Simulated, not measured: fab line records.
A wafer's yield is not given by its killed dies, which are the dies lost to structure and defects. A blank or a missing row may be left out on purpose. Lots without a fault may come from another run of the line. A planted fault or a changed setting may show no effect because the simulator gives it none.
A struck lot beside a sound one	flow rit cmos	40 out of 202 route steps
Sound: these wafers, L831.1, L831.2, L831.6. Wafers struck: L829.3, L829.4, L829.6. The cause is given at the end.
For every step that has rows: the tool of each side, followed by ch and its chambers, followed by its first start. Under that, the readings that differ: sound wafers	struck wafers	difference of the means	sigmas: that difference in standard deviations of wafers without a fault.
alike: readings with means less than 2 such deviations apart, plus words and numbers identical on both sides. not compared: withheld readings, readings lacking a value on some wafer, bounds such as >300 that could conceal the same value, and numbers that have no deviation in the record and whose values overlap.
Wherever a step has rows on one side only, a row that says differs or no value, or a row with sigmas, the two part there. Numbers that don't overlap but have no deviation are shown without sigmas and don't part them. A reading that every wafer of one side lacks parts them only if that side has two wafers or more.

first, 6 steps without rows for these wafers: RIT_NLDD_HMDS_00 (prime time 60 s); RIT_NLDD_COAT_01 (resist thk 1000 nm); RIT_NLDD_SOFTBAKE_02 (time 60 s); RIT_NLDD_EXPOSE_03 (exposes mask M7, target cd 40700 nm); RIT_NLDD_PEB_04; RIT_NLDD_DEVELOP_05 (develop time 50 s).
RIT_NLDD_OVL_MEAS_06:
  struck on overlay-01, day 5 15:09; sound on overlay-02, day 6 03:59
  alike: NLDD_OVL
then, 2 steps without rows for these wafers: RIT_NLDD_HARDBAKE_07 (time 60 s); RIT_NLDD_IMPLANT_08.
RIT_NLDD_STRIP_09: strips in O2, time 180 s.
  sound on plasma asher-02 ch 0,1, day 6 04:20; struck on plasma asher-02 ch 0,1, day 5 15:34
  alike: drypump motor current A
  not compared: rf hours counter h
RIT_NLDD_TW_MEAS_10:
  struck on film metro-01, day 5 15:43; sound on film metro-03, day 6 04:30
  alike: NLDD_TW
then, 1 step without rows for these wafers: RIT_PLDD_HMDS_00 (prime time 60 s).
RIT_PLDD_COAT_01: resist thk 1000 nm.
  struck on litho track-02, day 5 15:57; sound on litho track-04 ch 0, day 6 04:43
  no value came back on the struck wafers for chill plate temp C (C), dispense pressure kPa (kPa); on the sound wafers chill plate temp C (C) reads 22.95 22.99 22.81
then, 4 steps without rows for these wafers: RIT_PLDD_SOFTBAKE_02 (time 60 s); RIT_PLDD_EXPOSE_03 (exposes mask M8, target cd 40900 nm); RIT_PLDD_PEB_04; RIT_PLDD_DEVELOP_05 (develop time 50 s).
RIT_PLDD_OVL_MEAS_06:
  struck on overlay-01, day 5 16:44; sound on overlay-01, day 6 05:25
reading	sound	struck	difference	sigmas
PLDD_OVL (nm)	-1.4 0.0 0.3	- - -	no value on the struck wafers	
then, 2 steps without rows for these wafers: RIT_PLDD_HARDBAKE_07 (time 60 s); RIT_PLDD_IMPLANT_08.
RIT_PLDD_STRIP_09: strips in O2, time 180 s.
  sound on plasma asher-03 ch 0,1, day 6 05:45; struck on plasma asher-02 ch 0,1, day 5 17:07
  alike: drypump motor current A
  not compared: rf hours counter h
RIT_PLDD_TW_MEAS_10:
  struck on film metro-01, day 5 17:15; sound on film metro-02, day 6 05:55
reading	sound	struck	difference	sigmas
PLDD_TW	2373 2372 2370	2340 2338 2337	-33	-2
then, 4 steps without rows for these wafers: RIT_SPACER_CLEAN_00 (cleans in SC1, time 600 s); RIT_SPACER_CLEAN_01 (cleans in dHF, time 30 s); RIT_SPACER_CLEAN_02 (cleans in SC2, time 600 s); RIT_SPACER_CVD_03 (deposits Si3N4 from SiH2Cl2/NH3, target thk 250 nm, time 3300 s).
RIT_SPACER_THK_MEAS_04:
  struck on film metro-03, day 5 20:55; sound on film metro-02, day 6 10:53
  alike: SPACER_NITRIDE_THK
RIT_SPACER_ETCHBACK_05: etches Si3N4 in SF6/CHF3, stops on SiO2, target depth 250 nm, time 240 s.
  sound on rie diel-03 ch 0,2,3, day 6 10:57; struck on rie diel-03 ch 0,2,3, day 5 20:58
  alike: drypump motor current A, oes product au, throttle valve pct
  not compared: rf hours counter h
then, 6 steps without rows for these wafers: RIT_NSD_HMDS_00 (prime time 60 s); RIT_NSD_COAT_01 (resist thk 1000 nm); RIT_NSD_SOFTBAKE_02 (time 60 s); RIT_NSD_EXPOSE_03 (exposes mask M9, target cd 40700 nm); RIT_NSD_PEB_04; RIT_NSD_DEVELOP_05 (develop time 50 s).
RIT_NSD_OVL_MEAS_06:
  struck on overlay-01, day 5 21:58; sound on overlay-02, day 6 12:04
  alike: NSD_OVL
then, 2 steps without rows for these wafers: RIT_NSD_HARDBAKE_07 (time 60 s); RIT_NSD_IMPLANT_08.
RIT_NSD_STRIP_09: strips in O2, time 180 s.
  sound on plasma asher-01 ch 0,1, day 6 12:25; struck on plasma asher-01 ch 0,1, day 5 22:21
  alike: drypump motor current A
  not compared: rf hours counter h
RIT_NSD_TW_MEAS_10:
  struck on film metro-01, day 5 22:29; sound on film metro-01, day 6 12:35
reading	sound	struck	difference	sigmas
NSD_TW	3089 3100 3098	3254 3263 3270	+167	+10
then, 1 step without rows for these wafers: RIT_PSD_HMDS_00 (prime time 60 s).

== WHERE THEY PART ==
First at RIT_PLDD_COAT_01; last, within this record, at RIT_NSD_TW_MEAS_10.

WHY: what the simulator had put in
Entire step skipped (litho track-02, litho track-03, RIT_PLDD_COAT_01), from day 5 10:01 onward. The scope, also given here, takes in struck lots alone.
